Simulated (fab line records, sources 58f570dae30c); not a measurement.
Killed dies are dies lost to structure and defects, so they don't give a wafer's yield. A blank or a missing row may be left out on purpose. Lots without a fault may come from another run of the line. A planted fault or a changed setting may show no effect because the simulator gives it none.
Which tool did it? | flow berkeley_cmos170 | 14 lots, 42 wafers sampled, at 1 step of a route of 331

WHAT THE GAUGES READ, wafer by wafer
UCB170_PWELL_THK_MEAS_06.
lot  | measured    | on            | PWELL_NITRIDE_THK (nm)
L944 | day 3 01:22 | film_metro-04 | 218.2 217.7 216.0
L945 | day 3 08:31 | film_metro-04 | 218.7 216.7 217.7
L946 | day 3 08:31 | film_metro-02 | 218.9 218.0 218.6
L947 | day 3 18:47 | film_metro-02 | 220.7 221.6 220.2
L953 | day 5 05:49 | film_metro-01 | 218.2 219.3 217.8
L955 | day 5 08:16 | film_metro-02 | 220.9 220.8 222.7
L956 | day 5 08:16 | film_metro-01 | 222.5 225.1 224.2
L957 | day 5 13:36 | film_metro-01 | 218.6 217.2 215.0
L958 | day 6 02:09 | film_metro-04 | 219.6 220.1 220.7
L959 | day 6 02:09 | film_metro-02 | 218.1 219.4 218.9
L961 | day 6 10:04 | film_metro-01 | 219.2 218.6 219.5
L965 | day 7 10:58 | film_metro-01 | 221.0 220.8 218.7
L966 | day 7 10:58 | film_metro-02 | 222.2 220.1 219.0
L967 | day 7 17:24 | film_metro-02 | 217.9 216.4 216.5

WHICH TOOL RAN EACH LOT (tool, then ch and the chambers of the sampled wafers, then the start)
The record holds no process step before these readings.

WHAT THE TOOLS THEMSELVES READ (means of the sampled wafers that have a number; where no wafer has one, the mark that the record gives instead)
The record holds no such reading with a usual standard deviation.

THE ANSWER, worked out from the rows above alone
Rule: what is usual is taken from the lots themselves. Put in order of their means at a reading, lots are off if they are a third of the lots or fewer, leave a main group of 4 or more, and stand apart from it by a gap of 3 or more times the standard deviation of the main group's means; of several such gaps the widest counts. A main group whose means are all the same, to the digits that the tables above print for the reading, isn't used. A lot without any number at a reading at which 4 lots or more have one is off too. The other lots that the step has rows for count as sound. The gauges are gone through in route order, then the tools' own readings, and for those a lot's mean is taken as printed above. The first step at which some lot is off is used, and at that step the reading that is off furthest; a lot without a number counts as furthest.
No lot is off at any reading shown: from this, nothing can be told.

WHAT THE SIMULATOR HAD PUT IN
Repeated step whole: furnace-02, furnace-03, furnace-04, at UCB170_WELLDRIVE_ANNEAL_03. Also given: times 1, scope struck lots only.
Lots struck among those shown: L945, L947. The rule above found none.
